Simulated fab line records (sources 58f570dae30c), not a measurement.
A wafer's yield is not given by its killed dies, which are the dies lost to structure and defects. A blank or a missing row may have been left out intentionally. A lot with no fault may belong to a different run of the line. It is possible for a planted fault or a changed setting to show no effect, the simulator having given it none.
Comparing a struck lot with a sound one	flow berkeley-cmos170	17 steps out of a route of 331
Sound: the wafers L290.1, L290.3, L290.5. Wafers struck: L281.3, L281.4, L281.6. The cause comes at the end.
Order at every step that has rows: each side's tool, ch and its chambers, its first start. Under that, the readings that differ: sound wafers	struck wafers	difference of the means	sigmas: that difference in standard deviations of wafers without a fault.
alike: words and numbers the same on both sides, and readings whose means are apart by under 2 such deviations; not compared: readings that were withheld, readings missing a value for some wafer, numbers with overlapping values and no deviation given by the record, and bounds like >300 which may hide the same value.
A row with sigmas, a row that says differs or no value, or rows on one side alone: a step with any of these is where the two part. When numbers do not overlap yet have no deviation, they are printed without sigmas and do not part them. Lack of a reading on every wafer of one side parts them only where that side has two or more wafers.

UCB170_M1_SPUTTER_00: material Al, target thk 600 nm, time 80 s.
  sound: pvd-sputter-03 at day 12 03:05; struck: pvd-sputter-02 at day 9 23:26
reading	sound	struck	difference	sigmas
throttle-valve-pct (%)	28.3 30.0 28.3	30.9 31.4 31.3	+2.3	+2
UCB170_M1_RS_MEAS_01: measurement is done with a four-point probe.
  sound: film-metro-01 at day 12 03:09; struck: film-metro-03 at day 9 23:32
reading	sound	struck	difference	sigmas
M1_AL_RS (ohm/sq)	0.0495 0.0490 0.0496	0.0477 0.0474 0.0483	-0.0016	-3
UCB170_M1_THK_MEAS_02: measures by xrf.
  sound: film-metro-01 at day 12 03:16; struck: film-metro-03 at day 9 23:38
reading	sound	struck	difference	sigmas
M1_AL_THK (nm)	580 584 580	599 603 592	+17	+2
then, 6 steps without rows for these wafers: UCB170_M1_COAT_03; UCB170_M1_COAT_04 (resist thk 900 nm); UCB170_M1_SOFTBAKE_05 (time 60 s); UCB170_M1_EXPOSE_06 (exposes mask METAL1, target cd 700 nm); UCB170_M1_PEB_07; UCB170_M1_DEVELOP_08 (develop time 45 s).
UCB170_M1_CD_MEAS_09: target cd 700 nm.
  sound: cd-sem-01 at day 12 04:39; struck: cd-sem-02 at day 10 00:41
reading	sound	struck	difference	sigmas
cd-nm (nm)	699.9 700.2 699.2	702.1 703.0 703.4	+3.1	+2
UCB170_M1_OVL_MEAS_10:
  sound: overlay-01 at day 12 04:46; struck: overlay-02 at day 10 00:47
  alike: M1_OVL
UCB170_M1_ETCH_11: etches BARC in N2/H2.
  sound on rie-diel-02 ch 1,3, day 12 04:49; struck on rie-diel-02 ch 0,1,3, day 10 00:48
  alike: bias-w, chamber-pressure-mTorr, drypump-motor-current-A, oes-product-au, throttle-valve-pct
UCB170_M1_METAL_ETCH_12: etches Al in Cl2/BCl3, stops on PSG, target depth 780 nm, time 136.3 s.
  sound on rie-metal-03 ch 0,1, day 12 04:51; struck on rie-metal-02 ch 0,1, day 10 00:53
  no value came back on the struck wafers for any of 5 readings (bcl3-flow-sccm (sccm), chamber-pressure-mTorr (mTorr) and others); on the sound wafers bcl3-flow-sccm (sccm) reads 45.21 45.10 45.12
reading	sound	struck	difference	sigmas
model.KrF_of_M1_COAT_04.thk-nm (nm)	440 417.3 439.8	882 884.9 882.4	+451	
model.PSG_of_CONTACT_CVD_01.thk-nm (nm)	660.8 663.3 663.5	697.6 697 690.6	+32.5	
  not compared: rf-hours-counter-h
UCB170_M1_STRIP_13: strips in O2.
  sound on plasma-asher-04 ch 0,1, day 12 04:59; struck on plasma-asher-03 ch 0,1, day 10 01:01
  alike: drypump-motor-current-A, oes-product-au
  not compared: rf-hours-counter-h
UCB170_M1_CD_MEAS_90: target cd 700 nm.
  sound: cd-sem-02 at day 12 05:05; struck: cd-sem-01 at day 10 01:07
reading	sound	struck	difference	sigmas
cd-nm (nm)	700.7 699.4 698.6	- - -	no value on the struck wafers	
then, 1 step without rows for these wafers: UCB170_M1_ANNEAL_14 (time 1200 s).
UCB170_M3_PROBE_99:
  the record holds rows for the sound wafers here (prober-02, day 12 18:13) but none for the struck ones

== WHERE THEY PART ==
At UCB170_M1_SPUTTER_00 first; at UCB170_M3_PROBE_99 last (within this record only).

WHY: whatever the simulator had introduced
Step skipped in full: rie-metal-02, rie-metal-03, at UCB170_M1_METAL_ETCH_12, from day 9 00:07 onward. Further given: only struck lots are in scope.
